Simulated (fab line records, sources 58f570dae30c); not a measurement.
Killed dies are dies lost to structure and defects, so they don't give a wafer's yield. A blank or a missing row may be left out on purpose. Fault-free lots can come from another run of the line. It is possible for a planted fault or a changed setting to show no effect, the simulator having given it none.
Which tool is to blame? || flow berkeley-cmos170 || Sampling: 14 lots, 42 wafers, 6 of 331 route steps

## WHAT THE GAUGES SHOWED, per wafer
UCB170_PWELL_THK_MEAS_06.
{"lot": "L387", "measured": "day 3 13:33", "on": "film-metro-03", "PWELL_NITRIDE_THK (nm)": "217.3 219.1 217.0"}
{"lot": "L388", "measured": "day 3 22:14", "on": "film-metro-04", "PWELL_NITRIDE_THK (nm)": "218.4 218.4 217.4"}
{"lot": "L389", "measured": "day 4 12:45", "on": "film-metro-04", "PWELL_NITRIDE_THK (nm)": "220.0 220.1 220.8"}
{"lot": "L390", "measured": "day 4 12:44", "on": "film-metro-03", "PWELL_NITRIDE_THK (nm)": "221.6 219.9 223.7"}
{"lot": "L391", "measured": "day 4 12:43", "on": "film-metro-02", "PWELL_NITRIDE_THK (nm)": "220.7 220.3 221.4"}
{"lot": "L392", "measured": "day 4 20:44", "on": "film-metro-02", "PWELL_NITRIDE_THK (nm)": "218.3 218.9 218.8"}
{"lot": "L393", "measured": "day 4 20:44", "on": "film-metro-04", "PWELL_NITRIDE_THK (nm)": "218.8 218.6 220.2"}
{"lot": "L394", "measured": "day 5 04:37", "on": "film-metro-02", "PWELL_NITRIDE_THK (nm)": "218.9 221.6 221.1"}
{"lot": "L397", "measured": "day 5 17:22", "on": "film-metro-04", "PWELL_NITRIDE_THK (nm)": "190.0 189.6 189.1"}
{"lot": "L399", "measured": "day 6 03:15", "on": "film-metro-02", "PWELL_NITRIDE_THK (nm)": "189.6 188.8 190.2"}
{"lot": "L403", "measured": "day 7 02:16", "on": "film-metro-02", "PWELL_NITRIDE_THK (nm)": "218.1 218.8 220.5"}
{"lot": "L405", "measured": "day 7 06:26", "on": "film-metro-04", "PWELL_NITRIDE_THK (nm)": "217.5 221.2 220.8"}
{"lot": "L407", "measured": "day 7 17:59", "on": "film-metro-03", "PWELL_NITRIDE_THK (nm)": "220.5 219.6 220.9"}
{"lot": "L408", "measured": "day 8 00:55", "on": "film-metro-04", "PWELL_NITRIDE_THK (nm)": "219.6 220.3 219.5"}

UCB170_ACTIVE_CD_MEAS_13: the cd target is 1200 nm.
{"lot": "L387", "measured": "day 5 03:40", "on": "cd-sem-02", "cd-nm (nm)": "1197.0 1198.4 1197.3"}
{"lot": "L388", "measured": "day 5 03:53", "on": "cd-sem-01", "cd-nm (nm)": "1200.9 1201.5 1201.2"}
{"lot": "L389", "measured": "day 6 03:05", "on": "cd-sem-02", "cd-nm (nm)": "1200.5 1200.4 1200.1"}
{"lot": "L390", "measured": "day 6 03:17", "on": "cd-sem-02", "cd-nm (nm)": "1198.5 1198.4 1200.9"}
{"lot": "L391", "measured": "day 6 03:04", "on": "cd-sem-01", "cd-nm (nm)": "1201.6 1201.4 1201.7"}
{"lot": "L392", "measured": "day 6 03:34", "on": "cd-sem-02", "cd-nm (nm)": "1199.9 1199.1 1198.5"}
{"lot": "L393", "measured": "day 6 11:25", "on": "cd-sem-01", "cd-nm (nm)": "1199.5 1199.2 1198.5"}
{"lot": "L394", "measured": "day 6 23:36", "on": "cd-sem-02", "cd-nm (nm)": "1198.2 1199.0 1199.2"}
{"lot": "L397", "measured": "day 6 23:09", "on": "cd-sem-01", "cd-nm (nm)": "1198.8 1200.7 1199.2"}
{"lot": "L399", "measured": "day 7 13:13", "on": "cd-sem-01", "cd-nm (nm)": "1197.6 1199.1 1198.9"}
{"lot": "L403", "measured": "day 8 19:41", "on": "cd-sem-01", "cd-nm (nm)": "1201.3 1201.8 1202.9"}
{"lot": "L405", "measured": "day 8 19:53", "on": "cd-sem-01", "cd-nm (nm)": "1200.2 1200.6 1200.4"}
{"lot": "L407", "measured": "day 9 03:38", "on": "cd-sem-01", "cd-nm (nm)": "1203.2 1201.2 1201.3"}
{"lot": "L408", "measured": "day 9 22:45", "on": "cd-sem-01", "cd-nm (nm)": "1198.3 1198.5 1198.1"}

UCB170_PFIELD_TW_MEAS_09.
{"lot": "L387", "measured": "day 5 07:16", "on": "film-metro-01", "PFIELD_TW": "601 602 600"}
{"lot": "L388", "measured": "day 5 07:31", "on": "film-metro-01", "PFIELD_TW": "598 602 600"}
{"lot": "L389", "measured": "day 6 05:32", "on": "film-metro-01", "PFIELD_TW": "601 601 596"}
{"lot": "L390", "measured": "day 6 05:50", "on": "film-metro-01", "PFIELD_TW": "601 600 597"}
{"lot": "L391", "measured": "day 6 05:26", "on": "film-metro-02", "PFIELD_TW": "592 593 591"}
{"lot": "L392", "measured": "day 6 06:10", "on": "film-metro-02", "PFIELD_TW": "593 591 590"}
{"lot": "L393", "measured": "day 6 14:46", "on": "film-metro-04", "PFIELD_TW": "595 594 597"}
{"lot": "L394", "measured": "day 7 02:29", "on": "film-metro-04", "PFIELD_TW": "593 596 597"}
{"lot": "L397", "measured": "day 7 01:55", "on": "film-metro-02", "PFIELD_TW": "589 592 590"}
{"lot": "L399", "measured": "day 7 15:29", "on": "film-metro-04", "PFIELD_TW": "594 593 596"}
{"lot": "L403", "measured": "day 9 00:12", "on": "film-metro-01", "PFIELD_TW": "598 599 598"}
{"lot": "L405", "measured": "day 9 00:01", "on": "film-metro-04", "PFIELD_TW": "598 598 595"}
{"lot": "L407", "measured": "day 9 06:03", "on": "film-metro-02", "PFIELD_TW": "590 590 594"}
{"lot": "L408", "measured": "day 10 01:31", "on": "film-metro-02", "PFIELD_TW": "593 593 592"}

UCB170_NVT_OVL_MEAS_06.
{"lot": "L387", "measured": "day 6 20:14", "on": "overlay-01", "NVT_OVL (nm)": "6 8 -3"}
{"lot": "L388", "measured": "day 6 20:17", "on": "overlay-02", "NVT_OVL (nm)": "4 -3 0"}
{"lot": "L389", "measured": "day 7 15:42", "on": "overlay-01", "NVT_OVL (nm)": "11 4 5"}
{"lot": "L390", "measured": "day 7 16:02", "on": "overlay-01", "NVT_OVL (nm)": "-6 -3 -13"}
{"lot": "L391", "measured": "day 7 15:44", "on": "overlay-02", "NVT_OVL (nm)": "4 0 -4"}
{"lot": "L392", "measured": "day 7 15:58", "on": "overlay-02", "NVT_OVL (nm)": "8 1 -2"}
{"lot": "L393", "measured": "day 8 04:17", "on": "overlay-02", "NVT_OVL (nm)": "15 5 5"}
{"lot": "L394", "measured": "day 8 12:50", "on": "overlay-02", "NVT_OVL (nm)": "7 1 -1"}
{"lot": "L397", "measured": "day 8 12:38", "on": "overlay-01", "NVT_OVL (nm)": "3 -3 7"}
{"lot": "L399", "measured": "day 9 03:03", "on": "overlay-01", "NVT_OVL (nm)": "9 4 -3"}
{"lot": "L403", "measured": "day 11 00:08", "on": "overlay-02", "NVT_OVL (nm)": "5 10 0"}
{"lot": "L405", "measured": "day 10 23:43", "on": "overlay-02", "NVT_OVL (nm)": "-3 3 3"}
{"lot": "L407", "measured": "day 11 08:29", "on": "overlay-01", "NVT_OVL (nm)": "1 0 -7"}
{"lot": "L408", "measured": "day 11 14:13", "on": "overlay-01", "NVT_OVL (nm)": "-2 -9 1"}

## WHICH TOOL RAN EACH LOT (tool, then ch and the chambers of the sampled wafers, then the start)
{"lot": "L387", "UCB170_PWELL_CVD_05": "lpcvd-01 ch 1, day 3 11:38", "UCB170_PWELL_ETCH_14": "rie-diel-02 ch 1,2,3, day 3 15:58"}
{"lot": "L388", "UCB170_PWELL_CVD_05": "lpcvd-01 ch 1, day 3 20:19", "UCB170_PWELL_ETCH_14": "rie-diel-03 ch 0,1,2, day 3 23:46"}
{"lot": "L389", "UCB170_PWELL_CVD_05": "lpcvd-02 ch 1, day 4 09:50", "UCB170_PWELL_ETCH_14": "rie-diel-04 ch 1,2,3, day 4 14:23"}
{"lot": "L390", "UCB170_PWELL_CVD_05": "lpcvd-02 ch 0, day 4 09:50", "UCB170_PWELL_ETCH_14": "rie-diel-03 ch 2,3, day 4 14:15"}
{"lot": "L391", "UCB170_PWELL_CVD_05": "lpcvd-02 ch 0, day 4 09:50", "UCB170_PWELL_ETCH_14": "rie-diel-02 ch 0,1,2, day 4 13:59"}
{"lot": "L392", "UCB170_PWELL_CVD_05": "lpcvd-02 ch 0, day 4 18:49", "UCB170_PWELL_ETCH_14": "rie-diel-02 ch 2, day 4 22:13"}
{"lot": "L393", "UCB170_PWELL_CVD_05": "lpcvd-02 ch 1, day 4 18:49", "UCB170_PWELL_ETCH_14": "rie-diel-04 ch 1,2,3, day 4 22:56"}
{"lot": "L394", "UCB170_PWELL_CVD_05": "lpcvd-01 ch 1, day 5 02:42", "UCB170_PWELL_ETCH_14": "rie-diel-02 ch 0,2, day 5 07:01"}
{"lot": "L397", "UCB170_PWELL_CVD_05": "lpcvd-02 ch 0, day 5 14:29", "UCB170_PWELL_ETCH_14": "rie-diel-02 ch 1,2, day 5 18:31"}
{"lot": "L399", "UCB170_PWELL_CVD_05": "lpcvd-02 ch 0, day 6 01:16", "UCB170_PWELL_ETCH_14": "rie-diel-04 ch 1,3, day 6 04:58"}
{"lot": "L403", "UCB170_PWELL_CVD_05": "lpcvd-01 ch 1, day 7 00:20", "UCB170_PWELL_ETCH_14": "rie-diel-04 ch 0,1,3, day 7 03:31"}
{"lot": "L405", "UCB170_PWELL_CVD_05": "lpcvd-01 ch 1, day 7 04:31", "UCB170_PWELL_ETCH_14": "rie-diel-03 ch 0,2,3, day 7 07:44"}
{"lot": "L407", "UCB170_PWELL_CVD_05": "lpcvd-01 ch 0, day 7 16:03", "UCB170_PWELL_ETCH_14": "rie-diel-04 ch 1,3, day 7 19:02"}
{"lot": "L408", "UCB170_PWELL_CVD_05": "lpcvd-01 ch 0, day 7 23:00", "UCB170_PWELL_ETCH_14": "rie-diel-04 ch 0,1,2, day 8 01:51"}
- UCB170_PWELL_CVD_05: deposits Si3N4 from SiH2Cl2/NH3, target thk 220 nm, time 3300 s.
- UCB170_PWELL_ETCH_14: etches Si3N4 in CH3F/Ar/O2, stops on SiO2, target depth 242 nm, time 151 s.

## WHAT THE TOOLS THEMSELVES READ (means of the sampled wafers that have a number; where no wafer has one, the mark that the record gives instead)
UCB170_PWELL_CVD_05.
{"lot": "L387", "tool": "lpcvd-01", "nh3-flow-sccm (sccm)": 75.26, "spike-tc-centre-C (C)": 802.0, "spike-tc-load-C (C)": 825.6, "susceptor-temp-C (C)": 799.6}
{"lot": "L388", "tool": "lpcvd-01", "nh3-flow-sccm (sccm)": 74.81, "spike-tc-centre-C (C)": 802.9, "spike-tc-load-C (C)": 825.5, "susceptor-temp-C (C)": 800.2}
{"lot": "L389", "tool": "lpcvd-02", "nh3-flow-sccm (sccm)": 75.27, "spike-tc-centre-C (C)": 802.9, "spike-tc-load-C (C)": 824.9, "susceptor-temp-C (C)": 800.2}
{"lot": "L390", "tool": "lpcvd-02", "nh3-flow-sccm (sccm)": 75.14, "spike-tc-centre-C (C)": 802.6, "spike-tc-load-C (C)": 826.6, "susceptor-temp-C (C)": 799.7}
{"lot": "L391", "tool": "lpcvd-02", "nh3-flow-sccm (sccm)": 74.99, "spike-tc-centre-C (C)": 800.9, "spike-tc-load-C (C)": 827.0, "susceptor-temp-C (C)": 800.2}
{"lot": "L392", "tool": "lpcvd-02", "nh3-flow-sccm (sccm)": 75.29, "spike-tc-centre-C (C)": 802.6, "spike-tc-load-C (C)": 826.4, "susceptor-temp-C (C)": 800.2}
{"lot": "L393", "tool": "lpcvd-02", "nh3-flow-sccm (sccm)": 74.99, "spike-tc-centre-C (C)": 802.9, "spike-tc-load-C (C)": 825.2, "susceptor-temp-C (C)": 799.7}
{"lot": "L394", "tool": "lpcvd-01", "nh3-flow-sccm (sccm)": 74.82, "spike-tc-centre-C (C)": 801.6, "spike-tc-load-C (C)": 826.5, "susceptor-temp-C (C)": 800.3}
{"lot": "L397", "tool": "lpcvd-02", "nh3-flow-sccm (sccm)": 74.98, "spike-tc-centre-C (C)": 794.9, "spike-tc-load-C (C)": 819.5, "susceptor-temp-C (C)": 792.9}
{"lot": "L399", "tool": "lpcvd-02", "nh3-flow-sccm (sccm)": 74.97, "spike-tc-centre-C (C)": 794.9, "spike-tc-load-C (C)": 819.3, "susceptor-temp-C (C)": 792.7}
{"lot": "L403", "tool": "lpcvd-01", "nh3-flow-sccm (sccm)": 74.99, "spike-tc-centre-C (C)": 803.7, "spike-tc-load-C (C)": 824.8, "susceptor-temp-C (C)": 800.2}
{"lot": "L405", "tool": "lpcvd-01", "nh3-flow-sccm (sccm)": 74.99, "spike-tc-centre-C (C)": 803.0, "spike-tc-load-C (C)": 826.3, "susceptor-temp-C (C)": 799.9}
{"lot": "L407", "tool": "lpcvd-01", "nh3-flow-sccm (sccm)": 74.90, "spike-tc-centre-C (C)": 802.0, "spike-tc-load-C (C)": 821.7, "susceptor-temp-C (C)": 800.2}
{"lot": "L408", "tool": "lpcvd-01", "nh3-flow-sccm (sccm)": 74.94, "spike-tc-centre-C (C)": 802.5, "spike-tc-load-C (C)": 821.9, "susceptor-temp-C (C)": 800.0}

UCB170_PWELL_ETCH_14.
{"lot": "L387", "tool": "rie-diel-02", "O2_flow_sccm (sccm)": 6.993, "drypump-motor-current-A (A)": 5.4, "oes-product-au (a.u.)": 0.934, "throttle-valve-pct (%)": 8.08}
{"lot": "L388", "tool": "rie-diel-03", "O2_flow_sccm (sccm)": 7.008, "drypump-motor-current-A (A)": 5.6, "oes-product-au (a.u.)": 0.940, "throttle-valve-pct (%)": 8.11}
{"lot": "L389", "tool": "rie-diel-04", "O2_flow_sccm (sccm)": 6.986, "drypump-motor-current-A (A)": 5.9, "oes-product-au (a.u.)": 0.956, "throttle-valve-pct (%)": 8.11}
{"lot": "L390", "tool": "rie-diel-03", "O2_flow_sccm (sccm)": 6.994, "drypump-motor-current-A (A)": 6.0, "oes-product-au (a.u.)": 0.949, "throttle-valve-pct (%)": 8.12}
{"lot": "L391", "tool": "rie-diel-02", "O2_flow_sccm (sccm)": 7.004, "drypump-motor-current-A (A)": 5.4, "oes-product-au (a.u.)": 0.946, "throttle-valve-pct (%)": 8.02}
{"lot": "L392", "tool": "rie-diel-02", "O2_flow_sccm (sccm)": 7.042, "drypump-motor-current-A (A)": 5.4, "oes-product-au (a.u.)": 0.951, "throttle-valve-pct (%)": 8.21}
{"lot": "L393", "tool": "rie-diel-04", "O2_flow_sccm (sccm)": 6.995, "drypump-motor-current-A (A)": 5.9, "oes-product-au (a.u.)": 0.955, "throttle-valve-pct (%)": 8.11}
{"lot": "L394", "tool": "rie-diel-02", "O2_flow_sccm (sccm)": 7.013, "drypump-motor-current-A (A)": 5.5, "oes-product-au (a.u.)": 0.954, "throttle-valve-pct (%)": 8.05}
{"lot": "L397", "tool": "rie-diel-02", "O2_flow_sccm (sccm)": 7.012, "drypump-motor-current-A (A)": 5.3, "oes-product-au (a.u.)": 0.856, "throttle-valve-pct (%)": 8.13}
{"lot": "L399", "tool": "rie-diel-04", "O2_flow_sccm (sccm)": 6.977, "drypump-motor-current-A (A)": 6.0, "oes-product-au (a.u.)": 0.879, "throttle-valve-pct (%)": 8.04}
{"lot": "L403", "tool": "rie-diel-04", "O2_flow_sccm (sccm)": 6.997, "drypump-motor-current-A (A)": 6.0, "oes-product-au (a.u.)": 0.947, "throttle-valve-pct (%)": 8.06}
{"lot": "L405", "tool": "rie-diel-03", "O2_flow_sccm (sccm)": 7.013, "drypump-motor-current-A (A)": 6.1, "oes-product-au (a.u.)": 0.944, "throttle-valve-pct (%)": 8.09}
{"lot": "L407", "tool": "rie-diel-04", "O2_flow_sccm (sccm)": 7.022, "drypump-motor-current-A (A)": 6.3, "oes-product-au (a.u.)": 0.965, "throttle-valve-pct (%)": 8.15}
{"lot": "L408", "tool": "rie-diel-04", "O2_flow_sccm (sccm)": 7.012, "drypump-motor-current-A (A)": 6.0, "oes-product-au (a.u.)": 0.952, "throttle-valve-pct (%)": 8.13}

## THE ANSWER, worked out from the rows above alone
Rule: the lots themselves supply what counts as usual. The widest of any qualifying gaps counts: lots, ordered by their means at a reading, are off when they make up no more than a third of the lots, leave a main group of 4 or more, and stand apart from it by 3 or more times the standard deviation of that group's means. The tables above print the reading to a certain number of digits; a main group whose means all agree to those digits is not used. Also off: a lot with no number at a reading for which 4 or more lots have one. All remaining lots with rows at the step are treated as sound. After the gauges, taken in route order, come the tools' own readings; for these a lot's mean is taken, as printed above. The first step at which some lot is off is used, and at that step the reading that is off furthest; a lot without a number counts as furthest.
Off: at UCB170_PWELL_THK_MEAS_06 (PWELL_NITRIDE_THK), L397, L399. The main group has a mean of 219.7 nm with a standard deviation of 1.1.
If a tool, at a process step before that reading, ran all the lots that are off and no sound lot after the first of them, it fits. The gauges at UCB170_PWELL_THK_MEAS_06 aren't tried: what is off there is off at UCB170_PWELL_CVD_05 too, on other tools, and a gauge's error can't cause that. One fits: lpcvd-02 at UCB170_PWELL_CVD_05. Its last sound lot is L392 (day 4 18:49), its first lot that is off L397 (day 5 14:29): a fault that began between those two fits.
The tool's own readings at UCB170_PWELL_CVD_05 bear it out: on the lots that are off they differ by more than 5 times the standard deviation of the sound lots' means. spike-tc-centre-C reads 794.9 C there against 802.5 C on the sound lots; susceptor-temp-C reads 792.8 C there against 800.0 C on the sound lots.

## WHAT WAS PUT IN BY THE SIMULATOR
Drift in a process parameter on lpcvd-02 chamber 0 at UCB170_PWELL_CVD_05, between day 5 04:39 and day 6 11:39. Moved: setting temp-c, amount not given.
Struck lots among those shown: L397, L399. The same result came from the rule above.
